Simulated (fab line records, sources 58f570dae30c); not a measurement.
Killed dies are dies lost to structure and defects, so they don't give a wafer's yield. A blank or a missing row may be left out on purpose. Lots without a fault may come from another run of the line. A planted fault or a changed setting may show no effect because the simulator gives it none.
fab line records | flow berkeley_cmos170
record lots=5 wafers=23
route steps=331 shown CONTACT@217 M1@238 V1@263
start_h: hours from the record's first day to the start of the lot's first wafer shown | wait_h: hours since the lot's step before | " the same as in the row above | L1.1+2: a row that stands for several wafers | - no value, or no start given | * or withheld: withheld | < > ~ a bound
route shown NAME@n: a module of which the file shows steps, and the number in the route of the first | usual: mean/standard deviation of fault-free wafers | same: alike in all rows | chamber/n: place in a boat | sites: the reading at each site | _std_site: their standard deviation | _edge_site: outer sites' mean less inner sites' | radius_mm: how far each site lies from the wafer's centre | mask NAME#n: copy n | behind: the tool/chamber that last shaped the wafer | hold: why the lot was held/for how many hours/how that ended | device: the transistor (n, p or np) that didn't switch | end of line: the same wafers' tests at the end of the route | a step without rows: its recipe alone | killed: dies lost to structure and defects at the first sort, not the wafer's yield | map: a wafer's dies, x killed, . not, _ none there
set.NAME: the setting as run; set.NAME@STEP: as run at that earlier step | model.NAME: the simulator's own value behind a step, which no gauge read
lots whose settings were changed on purpose; a table a step, a row a wafer
## steps
# step UCB170_CONTACT_CVD_01
# recipe material=PSG target_thk_nm=700 temp_c=450 precursor=SiH4/O2/PH3 time_s=2820 pressure_mtorr=300 sih4_flow_sccm=60 o2_flow_sccm=90 ph3_flow_sccm=25
# columns lot.wafer tool chamber start_h wait_h set.o2_flow_sccm model.PSG_of_CONTACT_CVD_01.thk_nm
L075.1 - - - 0.3 95.03 711.8
L075.2 " - " " 95.03 717.5
L075.4+6 " - " " 95.03 -
L075.5 " - " " 95.03 722.7
L078.1 - - - 1.8 90 690.6
L078.3 " - " " 90 688.8
L078.4+5+6 " - " " 90 -
L080.1 - - - 1.1 96.76 711.7
L080.2 " - " " 96.76 721.6
L080.4 " - " " 96.76 723
L080.5 " - " " 96.76 715.6
L080.6 " - " " 96.76 718.9
L083.3 lpcvd-01 0 194.58 0.0 90 698.7
L083.4 " 0 " " 90 700.7
L083.5 " 0 " " 90 698.6
L084.1+3+5 - - - 3.0 79.79 -
L084.2 " - " " 79.79 660.1
L084.6 " - " " 79.79 648.3
# step UCB170_CONTACT_THK_MEAS_02
# recipe reads=PSG_of_CONTACT_CVD_01
# usual CONTACT_PSG_THK=699/7.2
# columns lot.wafer tool chamber start_h wait_h set.o2_flow_sccm@CONTACT_CVD_01 CONTACT_PSG_THK[nm]
L075.1 film_metro-01 - - - 95.03 712
L075.2 " - " " 95.03 718
L075.4 " - " " 95.03 716
L075.5 " - " " 95.03 723
L075.6 " - " " 95.03 723
L078.1 film_metro-02 - - - 90 690
L078.3 " - " " 90 689
L078.4 " - " " 90 697
L078.5 " - " " 90 698
L078.6 " - " " 90 690
L080.1 film_metro-01 - - - 96.76 712
L080.2 " - " " 96.76 722
L080.4 " - " " 96.76 723
L080.5 " - " " 96.76 716
L080.6 " - " " 96.76 719
L083.3 film_metro-01 - 196.38 0.0 90 698
L083.4 " - " " 90 700
L083.5 " - " " 90 698
L084.1 film_metro-03 - - - 79.79 658
L084.2 " - " " 79.79 660
L084.3 " - " " 79.79 655
L084.5 " - " " 79.79 656
L084.6 " - " " 79.79 648
# step UCB170_CONTACT_COAT_10
# recipe resist=KrF spin_rpm=1500 resist_thk_nm=900
# columns lot.wafer tool chamber start_h wait_h set.resist_thk_nm model.KrF_of_CONTACT_COAT_10.thk_nm
L075.1 litho_track-03 0 - - 900 903.3
L075.2 " 0 " " 900 900.7
L075.4 " 0 " " 900 903.5
L075.5 " 0 " " 900 904.5
L075.6 " 0 " " 900 902.1
L078.1 litho_track-02 0 - - 935.6 937.8
L078.3 " 0 " " 900 899.6
L078.4 " 0 " " 900 900.3
L078.5 " 0 " " 900 902.1
L078.6 " 0 " " 935.6 936.7
L080.1 litho_track-01 0 - - 949.2 950.3
L080.2 " 0 " " 900 900.7
L080.4 " 0 " " 900 901.6
L080.5 " 0 " " 949.2 951.6
L080.6 " 0 " " 900 901.1
L083.3 litho_track-01 0 - - 900 904.5
L083.4 " 0 " " 900 903.4
L083.5 " 0 " " 900 901.5
L084.1 litho_track-03 0 - - 900 897.6
L084.2 " 0 " " 900 902.2
L084.3 " 0 " " 953.4 955.7
L084.5 " 0 " " 900 901.3
L084.6 " 0 " " 953.4 953.4
# step UCB170_CONTACT_EXPOSE_12
# recipe mask_id=CONT target_cd_nm=700 na=0.5 sigma_outer=0.6 source_shape=conventional dose_mj=35
# columns lot.wafer tool chamber start_h wait_h mask set.dose_mj
L075.1+2+4+5+6 krf_scanner-02 0 155.48 - CONT#0 35
L078.1+3+6 krf_scanner-01 0 173.06 - CONT#0 34.24
L078.4+5 " 0 " " CONT#0 35
L080.1+5+6 krf_scanner-02 0 173.38 - CONT#0 35
L080.2+4 " 0 " " CONT#0 35.9
L083.3+4+5 krf_scanner-01 0 198.43 - CONT#0 35
L084.1+3 krf_scanner-01 0 201.54 - CONT#0 35
L084.2+5+6 " 0 " " CONT#0 37.45
# step UCB170_CONTACT_PEB_13
# recipe peb_temp_c=130 peb_time_s=withheld resist=KrF
# step UCB170_CONTACT_DEVELOP_14
# recipe developer=TMAH develop_time_s=45 resist=KrF dev_temp_c=21
# step UCB170_CONTACT_CD_MEAS_15
# recipe target_cd_nm=700
# usual cd_nm=700.4/1.2
# columns lot.wafer tool chamber start_h wait_h set.dose_mj@CONTACT_EXPOSE_12 cd_nm
L075.1 cd_sem-01 - 156.18 - 35 701.0
L075.2 " - " " 35 701.6
L075.4 " - " " 35 699.9
L075.5 " - " " 35 700.4
L075.6 " - " " 35 702.5
L078.1 cd_sem-01 - 173.98 - 34.24 695.6
L078.3 " - " " 34.24 696.7
L078.4 " - " " 35 699.8
L078.5 " - " " 35 699.1
L078.6 " - " " 34.24 694.2
L080.1 cd_sem-01 - 174.10 - 35 696.8
L080.2 " - " " 35.9 704.9
L080.4 " - " " 35.9 704.0
L080.5 " - " " 35 697.6
L080.6 " - " " 35 699.6
L083.3 cd_sem-02 - 198.82 - 35 701.8
L083.4 " - " " 35 701.3
L083.5 " - " " 35 702.3
L084.1 cd_sem-02 - 201.93 - 35 702.7
L084.2 " - " " 37.45 713.3
L084.3 " - " " 35 699.6
L084.5 " - " " 37.45 713.0
L084.6 " - " " 37.45 711.1
# step UCB170_CONTACT_ETCH_17
# recipe chemistry=N2/H2 target_depth_a=withheld overetch_a=withheld target=BARC time_s=withheld source_w=500 bias_w=100 pressure_mtorr=30 n2_flow_sccm=100 h2_flow_sccm=200
# columns lot.wafer tool chamber start_h wait_h set.dose_mj@CONTACT_EXPOSE_12 model.CONTACT.cd_nm
L075.1 rie_diel-01 0 156.33 0.0 35 700.3
L075.2 " 3 " " 35 703
L075.4 " 2 " " 35 701
L075.5 " 2 " " 35 701.4
L075.6 " 3 " " 35 703.6
L078.1 rie_diel-02 0 174.14 0.0 34.24 695.6
L078.3 " 3 " " 34.24 696.5
L078.4 " 3 " " 35 700.1
L078.5 " 1 " " 35 698.7
L078.6 " 0 " " 34.24 694.3
L080.1 rie_diel-03 1 174.26 0.0 35 696.9
L080.2 " 3 " " 35.9 705
L080.4 " 0 " " 35.9 703.5
L080.5 " 2 " " 35 697.9
L080.6 " 1 " " 35 700.5
L083.3 rie_diel-01 2 198.94 0.0 35 701.2
L083.4 " 1 " " 35 702.4
L083.5 " 1 " " 35 704.3
L084.1 rie_diel-02 0 202.09 0.0 35 701.6
L084.2 " 3 " " 37.45 713.6
L084.3 " 1 " " 35 698.9
L084.5 " 1 " " 37.45 712.1
L084.6 " 2 " " 37.45 711.5
# step UCB170_CONTACT_ETCH_18
# recipe chemistry=CHF3/CF4/Ar target=PSG stop_on=TiSi2 CHF3_flow_sccm=45 cf4_flow_sccm=15 Ar_flow_sccm=150 pressure_mtorr=200 rf_w=700 target_depth_a=8400 over_etch_frac=0.2 time_s=195
# columns lot.wafer tool chamber start_h wait_h set.o2_flow_sccm@CONTACT_CVD_01 set.resist_thk_nm@CONTACT_COAT_10 model.KrF_of_CONTACT_COAT_10.thk_nm model.etch.depth_nm model.CONTACT.feature_depth_nm
L075.1 rie_diel-01 0 - - 95.03 900 684.7 711.8 711.8
L075.2 " 3 " " 95.03 900 684.3 717.5 717.5
L075.4 " 2 " " 95.03 900 692.9 - 715.9
L075.5 " 2 " " 95.03 900 694 - 722.7
L075.6 " 3 " " 95.03 900 685.7 - 722.7
L078.1 rie_diel-02 0 - - 90 935.6 724.3 - 690.6
L078.3 " 3 " " 90 900 692.9 - 688.8
L078.4 " 3 " " 90 900 694.3 - 696.8
L078.5 " 1 " " 90 900 693.6 - 698.3
L078.6 " 0 " " 90 935.6 723.1 - 690.7
L080.1 rie_diel-03 1 - - 96.76 949.2 745.9 711.7 711.7
L080.2 " 3 " " 96.76 900 693 721.6 721.6
L080.4 " 0 " " 96.76 900 692.9 723 723
L080.5 " 2 " " 96.76 949.2 738.3 - 715.6
L080.6 " 1 " " 96.76 900 697.3 - 718.9
L083.3 rie_diel-01 2 - - 90 900 693.2 698.7 698.7
L083.4 " 1 " " 90 900 690.5 700.7 700.7
L083.5 " 1 " " 90 900 689.5 698.6 698.6
L084.1 rie_diel-02 0 - - 79.79 900 686.7 - 657.4
L084.2 " 3 " " 79.79 900 695 660.1 660.1
L084.3 " 1 " " 79.79 953.4 749.3 - 655.4
L084.5 " 1 " " 79.79 900 695.5 - 656.3
L084.6 " 2 " " 79.79 953.4 746.2 648.3 648.3
# step UCB170_CONTACT_STRIP_19
# recipe chemistry=O2 power_w=400 pressure_mtorr=3500 platen_temp_c=withheld o2_flow_sccm=400 overash_fraction=0.5
# step UCB170_CONTACT_CD_MEAS_90
# recipe target_cd_nm=700
# usual cd_nm=700.7/1.6
# columns lot.wafer tool chamber start_h wait_h set.dose_mj@CONTACT_EXPOSE_12 cd_nm
L075.1 cd_sem-01 - 156.60 0.1 35 700.3
L075.2 " - " " 35 703.8
L075.4 " - " " 35 701.1
L075.5 " - " " 35 701.1
L075.6 " - " " 35 703.9
L078.1 cd_sem-01 - 174.41 0.1 34.24 694.4
L078.3 " - " " 34.24 696.7
L078.4 " - " " 35 699.5
L078.5 " - " " 35 698.3
L078.6 " - " " 34.24 693.6
L080.1 cd_sem-01 - 174.53 0.1 35 696.1
L080.2 " - " " 35.9 704.0
L080.4 " - " " 35.9 704.6
L080.5 " - " " 35 696.5
L080.6 " - " " 35 699.8
L083.3 cd_sem-02 - 199.24 0.1 35 701.2
L083.4 " - " " 35 702.3
L083.5 " - " " 35 703.6
L084.1 cd_sem-01 - 202.35 0.1 35 702.0
L084.2 " - " " 37.45 713.3
L084.3 " - " " 35 699.1
L084.5 " - " " 37.45 712.0
L084.6 " - " " 37.45 712.8
# step UCB170_M1_SPUTTER_00
# recipe material=Al target_thk_nm=600 time_s=80 power_w=6000 chamber_pressure_pa=0.5
# columns lot.wafer tool chamber start_h wait_h set.time_s model.Al_of_M1_SPUTTER_00.thk_nm
L075.1 pvd_sputter-03 - 156.89 0.0 80 580.7
L075.2 " - " " 80 585.2
L075.4 " - " " 76.17 540.5
L075.5 " - " " 76.17 558.3
L075.6 " - " " 76.17 545.7
L078.1 pvd_sputter-03 - 176.77 0.0 80 586.5
L078.3 " - " " 80 587.6
L078.4 " - " " 70.96 523
L078.5 " - " " 70.96 522.4
L078.6 " - " " 70.96 512.9
L080.1 pvd_sputter-02 - 176.77 0.0 80 584.2
L080.2 " - " " 80 610
L080.4 " - " " 80 602.5
L080.5 " - " " 80 587.9
L080.6 " - " " 80 598
L083.3 pvd_sputter-04 - 199.50 0.0 80 606.2
L083.4 " - " " 80 600.5
L083.5 " - " " 80 600.7
L084.1 pvd_sputter-03 - 202.65 0.0 69.53 520
L084.2 " - " " 80 602.9
L084.3 " - " " 69.53 514.4
L084.5 " - " " 69.53 525.1
L084.6 " - " " 80 588.9
# step UCB170_M1_RS_MEAS_01
# recipe thk_meas_gauge=four-point-probe reads=Al_of_M1_SPUTTER_00
# usual M1_AL_RS=0.0489/0.00081
# columns lot.wafer tool chamber start_h wait_h set.time_s@M1_SPUTTER_00 M1_AL_RS[ohm/sq]
L075.1 film_metro-03 - 156.96 0.0 80 0.0501
L075.2 " - " " 80 0.0497
L075.4 " - " " 76.17 0.0539
L075.5 " - " " 76.17 0.0522
L075.6 " - " " 76.17 0.0534
L078.1 film_metro-02 - 176.83 0.0 80 0.0497
L078.3 " - " " 80 0.0497
L078.4 " - " " 70.96 0.0559
L078.5 " - " " 70.96 0.0561
L078.6 " - " " 70.96 0.0569
L080.1 film_metro-04 - 176.83 0.0 80 0.0499
L080.2 " - " " 80 0.0476
L080.4 " - " " 80 0.0482
L080.5 " - " " 80 0.0495
L080.6 " - " " 80 0.0487
L083.3 film_metro-04 - 199.60 0.1 80 0.0480
L083.4 " - " " 80 0.0486
L083.5 " - " " 80 0.0483
L084.1 film_metro-02 - 202.71 0.0 69.53 0.0562
L084.2 " - " " 80 0.0482
L084.3 " - " " 69.53 0.0568
L084.5 " - " " 69.53 0.0556
L084.6 " - " " 80 0.0494
# step UCB170_M1_THK_MEAS_02
# recipe thk_meas_gauge=xrf reads=Al_of_M1_SPUTTER_00
# usual M1_AL_THK=596/10
# columns lot.wafer tool chamber start_h wait_h set.time_s@M1_SPUTTER_00 M1_AL_THK[nm]
L075.1 film_metro-03 - 157.08 0.1 80 580
L075.2 " - " " 80 584
L075.4 " - " " 76.17 542
L075.5 " - " " 76.17 558
L075.6 " - " " 76.17 547
L078.1 film_metro-02 - 176.95 0.1 80 588
L078.3 " - " " 80 585
L078.4 " - " " 70.96 523
L078.5 " - " " 70.96 518
L078.6 " - " " 70.96 509
L080.1 film_metro-04 - 176.95 0.1 80 582
L080.2 " - " " 80 611
L080.4 " - " " 80 596
L080.5 " - " " 80 586
L080.6 " - " " 80 597
L083.3 film_metro-04 - 199.70 0.1 80 606
L083.4 " - " " 80 599
L083.5 " - " " 80 598
L084.1 film_metro-02 - 202.83 0.1 69.53 518
L084.2 " - " " 80 606
L084.3 " - " " 69.53 511
L084.5 " - " " 69.53 523
L084.6 " - " " 80 594
# step UCB170_M1_COAT_03
# recipe resist=BARC temp_c=withheld time_s=withheld spin_rpm=3000 resist_thk_nm=withheld
# step UCB170_M1_COAT_04
# recipe resist=KrF spin_rpm=1500 resist_thk_nm=900
# step UCB170_M1_ETCH_11
# recipe chemistry=N2/H2 target_depth_a=withheld overetch_a=withheld target=BARC time_s=withheld source_w=500 bias_w=100 pressure_mtorr=30 n2_flow_sccm=100 h2_flow_sccm=200
# step UCB170_M1_METAL_ETCH_12
# recipe chemistry=Cl2/BCl3 target=Al stop_on=PSG pressure_mtorr=12 target_depth_a=7800 over_etch_frac=0.3 time_s=130 icp_w=600 bias_w=120 Cl2_flow_sccm=90 bcl3_flow_sccm=45
# usual oes_product_au=0.858/0.01
# columns lot.wafer tool chamber start_h wait_h set.time_s@M1_SPUTTER_00 oes_product_au
L075.1 rie_metal-03 0 158.30 - 80 0.841
L075.2 " 1 " " 80 0.859
L075.4 " 1 " " 76.17 0.818
L075.5 " 0 " " 76.17 0.816
L075.6 " 1 " " 76.17 0.816
L078.1 rie_metal-01 0 178.80 - 80 0.849
L078.3 " 1 " " 80 0.862
L078.4 " 0 " " 70.96 0.794
L078.5 " 1 " " 70.96 0.806
L078.6 " 0 " " 70.96 0.793
L080.1 rie_metal-03 1 178.83 - 80 0.855
L080.2 " 0 " " 80 0.858
L080.4 " 1 " " 80 0.875
L080.5 " 0 " " 80 0.841
L080.6 " 1 " " 80 0.858
L083.3 rie_metal-03 0 201.59 - 80 0.858
L083.4 " 1 " " 80 0.872
L083.5 " 0 " " 80 0.854
L084.1 rie_metal-02 0 204.01 - 69.53 0.791
L084.2 " 1 " " 80 0.858
L084.3 " 0 " " 69.53 0.784
L084.5 " 0 " " 69.53 0.796
L084.6 " 1 " " 80 0.849
# step UCB170_V1_EXPOSE_09
# recipe mask_id=VIA1 target_cd_nm=700 na=0.5 sigma_outer=0.6 source_shape=conventional dose_mj=37
# columns lot.wafer tool chamber start_h wait_h mask set.dose_mj
L075.1+2+5 krf_scanner-02 0 164.64 0.2 VIA1#0 37
L075.4+6 " 0 " " VIA1#0 38.74
L078.1+3+4+5+6 krf_scanner-02 0 186.09 0.2 VIA1#0 37
L080.1+2+5 krf_scanner-02 0 186.21 0.1 VIA1#0 38.72
L080.4+6 " 0 " " VIA1#0 37
L083.3+4+5 krf_scanner-01 0 205.74 0.2 VIA1#0 37
L084.1+3+6 krf_scanner-02 0 210.28 0.2 VIA1#0 37
L084.2+5 " 0 " " VIA1#0 38.71
# step UCB170_V1_PEB_10
# recipe peb_temp_c=130 peb_time_s=withheld resist=KrF
# step UCB170_V1_DEVELOP_11
# recipe developer=TMAH develop_time_s=45 resist=KrF dev_temp_c=21
# step UCB170_V1_CD_MEAS_12
# recipe target_cd_nm=700
# usual cd_nm=700.3/1.3
# columns lot.wafer tool chamber start_h wait_h set.dose_mj@V1_EXPOSE_09 cd_nm
L075.1 cd_sem-02 - 165.52 - 37 700.3
L075.2 " - " " 37 699.4
L075.4 " - " " 38.74 707.4
L075.5 " - " " 37 699.1
L075.6 " - " " 38.74 708.0
L078.1 cd_sem-02 - 186.48 - 37 702.7
L078.3 " - " " 37 702.2
L078.4 " - " " 37 703.5
L078.5 " - " " 37 701.5
L078.6 " - " " 37 704.9
L080.1 cd_sem-02 - 186.72 - 38.72 708.6
L080.2 " - " " 38.72 708.2
L080.4 " - " " 37 701.3
L080.5 " - " " 38.72 708.6
L080.6 " - " " 37 699.8
L083.3 cd_sem-02 - 206.17 - 37 698.3
L083.4 " - " " 37 699.6
L083.5 " - " " 37 700.3
L084.1 cd_sem-01 - 210.67 - 37 699.9
L084.2 " - " " 38.71 708.9
L084.3 " - " " 37 701.5
L084.5 " - " " 38.71 708.6
L084.6 " - " " 37 700.6
# step UCB170_V1_ETCH_14
# recipe chemistry=CHF3/CF4/Ar target=SiO2 stop_on=Al CHF3_flow_sccm=45 cf4_flow_sccm=15 Ar_flow_sccm=150 pressure_mtorr=200 rf_w=700 target_depth_a=12500 over_etch_frac=0.25 time_s=291
# columns lot.wafer tool chamber start_h wait_h set.dose_mj@V1_EXPOSE_09 model.V1.cd_nm
L075.1 rie_diel-03 2 165.67 0.0 37 701
L075.2 " 0 " " 37 700.4
L075.4 " 1 " " 38.74 707.6
L075.5 " 3 " " 37 699.3
L075.6 " 2 " " 38.74 709.2
L078.1 rie_diel-01 3 186.64 0.0 37 701.7
L078.3 " 0 " " 37 701.3
L078.4 " 1 " " 37 703.8
L078.5 " 0 " " 37 699.7
L078.6 " 1 " " 37 705.1
L080.1 rie_diel-03 0 186.88 0.0 38.72 709.5
L080.2 " 2 " " 38.72 708.1
L080.4 " 0 " " 37 702
L080.5 " 2 " " 38.72 709.2
L080.6 " 1 " " 37 699
L083.3 rie_diel-03 2 206.29 0.0 37 698.9
L083.4 " 1 " " 37 699
L083.5 " 2 " " 37 700.2
L084.1 rie_diel-04 2 210.82 0.0 37 699.6
L084.2 " 1 " " 38.71 709.3
L084.3 " 0 " " 37 701.9
L084.5 " 2 " " 38.71 708.3
L084.6 " 0 " " 37 701.7
# step UCB170_V1_STRIP_15
# recipe chemistry=O2 power_w=400 pressure_mtorr=3500 platen_temp_c=withheld o2_flow_sccm=400 overash_fraction=0.5
# step UCB170_V1_CD_MEAS_90
# recipe target_cd_nm=700
# usual cd_nm=700.2/1.5
# columns lot.wafer tool chamber start_h wait_h set.dose_mj@V1_EXPOSE_09 cd_nm
L075.1 cd_sem-01 - 165.95 0.1 37 701.3
L075.2 " - " " 37 700.3
L075.4 " - " " 38.74 707.7
L075.5 " - " " 37 699.1
L075.6 " - " " 38.74 709.4
L078.1 cd_sem-01 - 186.91 0.1 37 701.9
L078.3 " - " " 37 700.9
L078.4 " - " " 37 704.2
L078.5 " - " " 37 699.6
L078.6 " - " " 37 705.1
L080.1 cd_sem-01 - 187.15 0.1 38.72 709.6
L080.2 " - " " 38.72 708.1
L080.4 " - " " 37 702.4
L080.5 " - " " 38.72 709.3
L080.6 " - " " 37 698.9
L083.3 cd_sem-02 - 206.61 0.1 37 699.0
L083.4 " - " " 37 699.2
L083.5 " - " " 37 700.3
L084.1 cd_sem-01 - 211.10 0.1 37 699.2
L084.2 " - " " 38.71 709.4
L084.3 " - " " 37 702.2
L084.5 " - " " 38.71 708.2
L084.6 " - " " 37 701.4
## key
split step=UCB170_CONTACT_CVD_01 setting=o2_flow_sccm stated=90 by=lot
response step=UCB170_CONTACT_CVD_01 reading=model.PSG_of_CONTACT_CVD_01.thk_nm change=+3.45 per=1% r=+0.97
response step=UCB170_CONTACT_THK_MEAS_02 reading=CONTACT_PSG_THK change=+3.48 per=1% r=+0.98
response step=UCB170_CONTACT_ETCH_18 reading=model.etch.depth_nm change=+3.43 per=1% r=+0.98
response step=UCB170_CONTACT_ETCH_18 reading=model.CONTACT.feature_depth_nm change=+3.47 per=1% r=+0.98
split step=UCB170_CONTACT_COAT_10 setting=resist_thk_nm stated=900 by=wafer
response step=UCB170_CONTACT_COAT_10 reading=model.KrF_of_CONTACT_COAT_10.thk_nm change=+9.15 per=1% r=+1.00
response step=UCB170_CONTACT_ETCH_18 reading=model.KrF_of_CONTACT_COAT_10.thk_nm change=+8.77 per=1% r=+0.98
split step=UCB170_CONTACT_EXPOSE_12 setting=dose_mj stated=35 by=wafer
response step=UCB170_CONTACT_CD_MEAS_15 reading=cd_nm change=+1.73 per=1% r=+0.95
response step=UCB170_CONTACT_ETCH_17 reading=model.CONTACT.cd_nm change=+1.8 per=1% r=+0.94
response step=UCB170_CONTACT_CD_MEAS_90 reading=cd_nm change=+1.85 per=1% r=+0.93
split step=UCB170_M1_SPUTTER_00 setting=time_s stated=80 by=wafer
response step=UCB170_M1_SPUTTER_00 reading=model.Al_of_M1_SPUTTER_00.thk_nm change=+5.98 per=1% r=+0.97
response step=UCB170_M1_RS_MEAS_01 reading=M1_AL_RS change=-0.000579 per=1% r=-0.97
response step=UCB170_M1_THK_MEAS_02 reading=M1_AL_THK change=+6.28 per=1% r=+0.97
response step=UCB170_M1_METAL_ETCH_12 reading=oes_product_au change=+0.00509 per=1% r=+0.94
split step=UCB170_V1_EXPOSE_09 setting=dose_mj stated=37 by=wafer
response step=UCB170_V1_CD_MEAS_12 reading=cd_nm change=+1.72 per=1% r=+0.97
response step=UCB170_V1_ETCH_14 reading=model.V1.cd_nm change=+1.74 per=1% r=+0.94
response step=UCB170_V1_CD_MEAS_90 reading=cd_nm change=+1.75 per=1% r=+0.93
